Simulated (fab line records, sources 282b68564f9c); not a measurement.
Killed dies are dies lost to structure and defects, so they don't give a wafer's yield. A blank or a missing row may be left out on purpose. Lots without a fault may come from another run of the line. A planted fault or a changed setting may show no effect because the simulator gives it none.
Split-lot experiment | flow rit_cmos | 5 lots, 27 wafers read, on a route of 202 steps

THE SPLIT
At RIT_GATE_ETCH_19 (etches poly-Si in SF6/CHF3/O2, stops on SiO2, time 165 s, target depth 312.5 nm), the setting time_s was moved away from the recipe's 165 s on 12 of the 27 wafers read, by -56.3% to +47.9%. The other wafers ran this setting at the recipe's value.

The reading is taken at the split's own step.

THE READING
NOVOLAK_of_GATE_COAT_11.thk_nm (the simulator's own value, which no gauge read), in nm, at RIT_GATE_ETCH_19 (etches poly-Si in SF6/CHF3/O2, stops on SiO2, time 165 s, target depth 312.5 nm). The file gives no usual value for it. The 15 wafers here that ran the recipe average 669.3 nm, standard deviation 3.9 nm.

wafer  | tool, chamber at the split | time_s as run, s | against the recipe | NOVOLAK_of_GATE_COAT_11.thk_nm, nm | against lot-mates on the recipe
L074.1 | rie_si-02, 2               | 165              | recipe             | 666.8                              | -
L074.2 | rie_si-02, 1               | 165              | recipe             | 672.6                              | -
L074.3 | rie_si-02, 3               | 222.3            | +34.7%             | 637.6                              | -30.6
L074.4 | rie_si-02, 0               | 222.3            | +34.7%             | 630.8                              | -37.4
L074.5 | rie_si-02, 2               | 165              | recipe             | 665.3                              | -
L074.6 | rie_si-02, 3               | 222.3            | +34.7%             | 635.5                              | -32.7
L077.1 | rie_si-01, 2               | 165              | recipe             | 666.4                              | -
L077.2 | rie_si-01, 1               | 72.09            | -56.3%             | 711.5                              | +46.8
L077.3 | rie_si-01, 3               | 72.09            | -56.3%             | 712.5                              | +47.8
L077.4 | rie_si-01, 3               | 72.09            | -56.3%             | 712.6                              | +47.9
L077.5 | rie_si-01, 1               | 165              | recipe             | 663.1                              | -
L077.6 | rie_si-01, 2               | 165              | recipe             | 664.5                              | -
L078.1 | rie_si-02, 3               | 165              | recipe             | 672.6                              | -
L078.3 | rie_si-02, 2               | 165              | recipe             | 673.9                              | -
L078.4 | rie_si-02, 0               | 165              | recipe             | 666                                | -
L079.1 | rie_si-01, 3               | 244.1            | +47.9%             | 624.9                              | -44.3
L079.2 | rie_si-01, 1               | 165              | recipe             | 668.1                              | -
L079.3 | rie_si-01, 0               | 244.1            | +47.9%             | 628.9                              | -40.3
L079.4 | rie_si-01, 2               | 165              | recipe             | 669.7                              | -
L079.5 | rie_si-01, 2               | 244.1            | +47.9%             | 629.2                              | -40.0
L079.6 | rie_si-01, 1               | 165              | recipe             | 669.8                              | -
L084.1 | rie_si-02, 1               | 228.5            | +38.5%             | 646.3                              | -27.3
L084.2 | rie_si-02, 3               | 165              | recipe             | 672.3                              | -
L084.3 | rie_si-02, 2               | 228.5            | +38.5%             | 644.6                              | -29.0
L084.4 | rie_si-02, 0               | 165              | recipe             | 671.1                              | -
L084.5 | rie_si-02, 1               | 165              | recipe             | 677.3                              | -
L084.6 | rie_si-02, 2               | 228.5            | +38.5%             | 643.2                              | -30.4

THE FIT
A straight line over all 27 wafers: NOVOLAK_of_GATE_COAT_11.thk_nm changes by -0.799 nm for each +1% of time_s; r = -0.98; the points scatter about the line by 4.7 nm.
The same after taking each lot's own level away (the mean of its wafers on the recipe; 27 wafers): -0.85 nm for each +1%; r = -0.99; scatter 3 nm.
On that fit, the largest move of time_s shifts the reading by 48 nm.
The lots' own levels span 664.67 to 673.57 nm, that is 2.3 times the standard deviation above.
So the lot-to-lot level changes the slope little: the two slopes agree.
Check: with one of the wafers moved furthest among these (-56.3%) left out of the fit, the line predicts +48 nm for it against its lot-mates. It came out at +46.8 nm against them.
Tool readings at the split's step, against how far the setting was moved: oes_product_au r = -0.87.

OTHER SPLITS ON THESE WAFERS
These wafers also went through other splits before the reading. Each is held against what the fit with the lots' levels taken away leaves over:
other split on the same wafers     | wafers away from the commonest value | r with NOVOLAK_of_GATE_COAT_11.thk_nm (lot level and that fit taken away)
RIT_ACTIVE_OXIDATION_01 ox_time_s  | 12                                   | -0.33
RIT_GATE_DEVELOP_15 develop_time_s | 9                                    | +0.12

THE WHOLE CHAIN: every reading that the file lists as answering this split, in the file's order
step             | what it does                                                                    | reading                                                                         | change (the file's fit)                                                              | r (the file's)
RIT_GATE_ETCH_19 | etches poly-Si in SF6/CHF3/O2, stops on SiO2, time 165 s, target depth 312.5 nm | oes_product_au                                                                  | not straight: 1.031 at the lowest setting, 0.848 at the recipe, 0.830 at the highest | not given
RIT_GATE_ETCH_19 | etches poly-Si in SF6/CHF3/O2, stops on SiO2, time 165 s, target depth 312.5 nm | NOVOLAK_of_GATE_COAT_11.thk_nm (the simulator's own value, which no gauge read) | -0.852 nm for each +1% of the setting                                                | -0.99

THE FILE'S OWN FIT
NOVOLAK_of_GATE_COAT_11.thk_nm changes by -0.852 nm for each +1% of time_s, r = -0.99.
